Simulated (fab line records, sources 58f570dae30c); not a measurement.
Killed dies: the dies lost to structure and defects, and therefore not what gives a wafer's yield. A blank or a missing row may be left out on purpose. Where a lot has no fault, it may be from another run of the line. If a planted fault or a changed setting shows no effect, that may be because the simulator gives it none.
Which tool was responsible? / flow berkeleyCmos170 / 7 lots, 21 wafers sampled, at 2 steps of a route of 331

## WHAT THE GAUGES SHOWED, per wafer
UCB170_GATE_THK_MEAS_02.
lot=L462; measured=day 5 13:32; on=filmMetro-02; GATE_OXIDE_THK (nm)=6.82 6.73 6.68
lot=L466; measured=day 6 13:05; on=filmMetro-04; GATE_OXIDE_THK (nm)=6.81 6.74 6.80
lot=L463; measured=day 6 13:05; on=filmMetro-02; GATE_OXIDE_THK (nm)=6.50 6.69 6.69
lot=L469; measured=day 7 14:37; on=filmMetro-04; GATE_OXIDE_THK (nm)=6.62 6.72 6.63
lot=L477; measured=day 8 17:46; on=filmMetro-01; GATE_OXIDE_THK (nm)=6.52 6.55 6.65
lot=L480; measured=day 9 14:44; on=filmMetro-02; GATE_OXIDE_THK (nm)=6.46 6.50 6.62
lot=L481; measured=day 10 08:09; on=filmMetro-02; GATE_OXIDE_THK (nm)=6.64 6.65 6.67

## WHAT TOOL EACH LOT RAN ON (gives the tool, then ch and the chambers of the sampled wafers, and finally the start)
lot=L462; UCB170_PVT_STRIP_08=plasmaAsher-02 ch 0,1, day 5 09:50
lot=L466; UCB170_PVT_STRIP_08=plasmaAsher-02 ch 0,1, day 6 08:27
lot=L463; UCB170_PVT_STRIP_08=plasmaAsher-03 ch 0, day 6 08:56
lot=L469; UCB170_PVT_STRIP_08=plasmaAsher-02 ch 0,1, day 7 08:22
lot=L477; UCB170_PVT_STRIP_08=plasmaAsher-01 ch 0,1, day 8 13:56
lot=L480; UCB170_PVT_STRIP_08=plasmaAsher-02 ch 0,1, day 9 10:23
lot=L481; UCB170_PVT_STRIP_08=plasmaAsher-01 ch 0,1, day 10 00:43
- UCB170_PVT_STRIP_08: strips in O2.

## THE ANSWER, worked out from the rows above alone
Rule: the usual values come from the lots themselves. The widest of any qualifying gaps counts: lots, ordered by their means at a reading, are off when they make up no more than a third of the lots, leave a main group of 4 or more, and stand apart from it by 3 or more times the standard deviation of that group's means. A main group whose means are all the same, to the digits that the tables above print for the reading, isn't used. Also off: a lot with no number at a reading for which 4 or more lots have one. Where the step has rows for the other lots, those lots are counted as sound.
No lot is off at any reading shown: from this, nothing can be told.

## WHAT THE SIMULATOR HAD INSERTED
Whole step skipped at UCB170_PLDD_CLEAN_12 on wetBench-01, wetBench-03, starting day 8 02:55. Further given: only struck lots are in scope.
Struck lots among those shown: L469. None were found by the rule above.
